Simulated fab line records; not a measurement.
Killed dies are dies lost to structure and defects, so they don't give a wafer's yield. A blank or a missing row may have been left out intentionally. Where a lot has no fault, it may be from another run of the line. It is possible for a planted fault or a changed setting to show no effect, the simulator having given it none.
Chamber matching :: flow berkeley-cmos170 :: UCB170_ZERO_ETCH_06 on rie-diel-01 has 4 sister chambers
The step etches SiO2 in CHF3/CF4/Ar, time 12 s. 8 wafers are shown with their chamber, then 10 later ones without.

## WAFERS, EACH WITH ITS CHAMBER
wafer: L083.5
chamber: 2
drypump-motor-current-A (A): 5.0
oes-product-au (a.u.): 0.616

wafer: L084.6
chamber: 1
drypump-motor-current-A (A): 6.6
oes-product-au (a.u.): 0.603

wafer: L088.1
chamber: 2
drypump-motor-current-A (A): 5.0
oes-product-au (a.u.): 0.615

wafer: L088.5
chamber: 3
drypump-motor-current-A (A): 5.9
oes-product-au (a.u.): 0.601

wafer: L089.4
chamber: 1
drypump-motor-current-A (A): 6.6
oes-product-au (a.u.): 0.599

wafer: L089.6
chamber: 3
drypump-motor-current-A (A): 6.0
oes-product-au (a.u.): 0.601

wafer: L090.3
chamber: 0
drypump-motor-current-A (A): 5.7
oes-product-au (a.u.): 0.617

wafer: L090.5
chamber: 0
drypump-motor-current-A (A): 5.8
oes-product-au (a.u.): 0.624

## WAFERS WITH NO CHAMBER GIVEN
wafer: L090.6
drypump-motor-current-A (A): 5.9
oes-product-au (a.u.): 0.608

wafer: L094.3
drypump-motor-current-A (A): 6.6
oes-product-au (a.u.): 0.608

wafer: L094.5
drypump-motor-current-A (A): 5.9
oes-product-au (a.u.): 0.599

wafer: L094.6
drypump-motor-current-A (A): 5.7
oes-product-au (a.u.): 0.614

wafer: L096.2
drypump-motor-current-A (A): 6.6
oes-product-au (a.u.): 0.612

wafer: L096.3
drypump-motor-current-A (A): 5.7
oes-product-au (a.u.): 0.624

wafer: L096.4
drypump-motor-current-A (A): 5.9
oes-product-au (a.u.): 0.593

wafer: L097.1
drypump-motor-current-A (A): 5.0
oes-product-au (a.u.): 0.617

wafer: L097.3
drypump-motor-current-A (A): 5.7
oes-product-au (a.u.): 0.616

wafer: L097.6
drypump-motor-current-A (A): 5.7
oes-product-au (a.u.): 0.622

## THE CHAMBER EACH PASSED THROUGH
wafer: L090.6
from the rows above: 3
in truth: 3

wafer: L094.3
from the rows above: 1
in truth: 1

wafer: L094.5
from the rows above: 3
in truth: 3

wafer: L094.6
from the rows above: 0
in truth: 0

wafer: L096.2
from the rows above: 1
in truth: 1

wafer: L096.3
from the rows above: 0
in truth: 0

wafer: L096.4
from the rows above: 3
in truth: 3

wafer: L097.1
from the rows above: 2
in truth: 2

wafer: L097.3
from the rows above: 0
in truth: 0

wafer: L097.6
from the rows above: 0
in truth: 0
Correct placement for 10 of the 10. Not placeable from these rows: 0. 0 placed wrongly.
How it was worked out, from the rows above alone: a wafer's distance from a chamber is the root of the sum, over the readings, of the square of ((its reading less the chamber's mean) divided by the reading's scatter). The wafer belongs to the nearest chamber; if the next one is less than 2 further off, it can't be placed. Each chamber's mean is taken over the wafers shown for it. How the scatter is found: for the shown wafers, subtract from each reading the mean of its chamber, square and add these, divide the total by (wafers less chambers), then take the root.
